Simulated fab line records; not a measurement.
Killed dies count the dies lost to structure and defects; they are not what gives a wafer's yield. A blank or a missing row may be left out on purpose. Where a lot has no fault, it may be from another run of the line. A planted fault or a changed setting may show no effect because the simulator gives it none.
Which of the tools did it? | flow rit-cmos | 39 wafers from 13 lots sampled at 2 of the route's 202 steps

== WHAT EACH GAUGE READ, for each wafer ==
The record holds no reading of a measuring or inspecting step that can be judged against a usual standard deviation.

== WHICH TOOL RAN EACH LOT (tool, then ch and the chambers of the sampled wafers, then the start) ==
lot  | RIT_NSD_STRIP_09                    | RIT_M1_PROBE_99
L184 | plasma-asher-02 ch 0,1, day 3 04:14 | -
L185 | plasma-asher-02 ch 0,1, day 3 09:51 | -
L186 | plasma-asher-04 ch 0,1, day 3 20:04 | -
L187 | plasma-asher-04 ch 0,1, day 4 00:39 | -
L188 | plasma-asher-04 ch 0,1, day 4 05:10 | -
L189 | plasma-asher-02 ch 0,1, day 4 09:59 | -
L192 | plasma-asher-02 ch 0, day 5 01:44   | -
L193 | plasma-asher-04 ch 0,1, day 5 04:29 | prober-02, day 5 14:16
L198 | plasma-asher-02 ch 0,1, day 6 05:12 | -
L199 | plasma-asher-01 ch 0,1, day 6 07:40 | -
L200 | plasma-asher-02 ch 0,1, day 6 10:14 | prober-01, day 6 20:01
L204 | plasma-asher-02 ch 0,1, day 7 07:56 | -
L205 | plasma-asher-02 ch 0,1, day 7 12:59 | -
- RIT_NSD_STRIP_09: strips in O2, time 180 s.
- RIT_M1_PROBE_99

== WHAT THE TOOLS THEMSELVES READ (means of the sampled wafers that have a number; where no wafer has one, the mark that the record gives instead) ==
RIT_NSD_STRIP_09. Usual: chamber-pressure-mTorr 4000 mTorr, standard deviation 3.9; drypump-motor-current-A 5.96 A, standard deviation 0.22.
lot  | tool            | chamber-pressure-mTorr (mTorr) | drypump-motor-current-A (A) | flag
L184 | plasma-asher-02 | 3997                           | 5.81                        |
L185 | plasma-asher-02 | 3997                           | 5.82                        |
L186 | plasma-asher-04 | 4000                           | 6.20                        |
L187 | plasma-asher-04 | 4000                           | 6.20                        |
L188 | plasma-asher-04 | 4003                           | 6.19                        |
L189 | plasma-asher-02 | 4001                           | 5.78                        |
L192 | plasma-asher-02 | 4002                           | 5.66                        |
L193 | plasma-asher-04 | 3998                           | 6.19                        |
L198 | plasma-asher-02 | 3998                           | 5.73                        |
L199 | plasma-asher-01 | 3999                           | 5.78                        |
L200 | plasma-asher-02 | 3999                           | 5.81                        |
L204 | plasma-asher-02 | 3997                           | 5.75                        |
L205 | plasma-asher-02 | 3999                           | 5.74                        |

RIT_M1_PROBE_99. Usual: killed-at-contacts 0.1, standard deviation 0.36; killed-at-front-end 7, standard deviation 3.1; killed-dies 7, standard deviation 3.1; killed-on-rim 1.9, standard deviation 1.4; killed-open 3.6, standard deviation 2.1; killed-short 3.2, standard deviation 1.9.
lot  | tool      | killed-at-contacts | killed-at-front-end | killed-dies | killed-on-rim | killed-open | killed-short | flag
L193 | prober-02 | 0.0                | 23                  | 23          | 8.3           | 3.7         | 4.0          | OFF
L200 | prober-01 | 0.0                | 5                   | 5           | 1.3           | 2.0         | 2.7          |

== THE ANSWER, worked out from the rows above alone ==
Rule: a lot counts as off when the mean over its wafers that have a number is more than 3 standard deviations away from the usual mean. A lot without any number at a reading at which 4 lots or more have one is off too. Any other lot the step has rows for is counted as sound. First the gauges in route order, then the tools' own readings, where a lot's mean is used as printed above. The first step at which some lot is off is used, and at that step the reading that is off furthest; a lot without a number counts as furthest.
Off: L193, at RIT_M1_PROBE_99 (killed-at-front-end). Neither off nor sound, because the step has no rows for them: L184, L185, L186, L187, L188, L189, L192, L198, L199, L204, L205.
If a tool, at that step or one of the process steps before it, ran each lot that is off and ran no sound lot following the first of them, it fits. This does not decide it: 2 tools fit, namely plasma-asher-04 at RIT_NSD_STRIP_09 and prober-02 at RIT_M1_PROBE_99.

== WHAT HAD BEEN PUT IN BY THE SIMULATOR ==
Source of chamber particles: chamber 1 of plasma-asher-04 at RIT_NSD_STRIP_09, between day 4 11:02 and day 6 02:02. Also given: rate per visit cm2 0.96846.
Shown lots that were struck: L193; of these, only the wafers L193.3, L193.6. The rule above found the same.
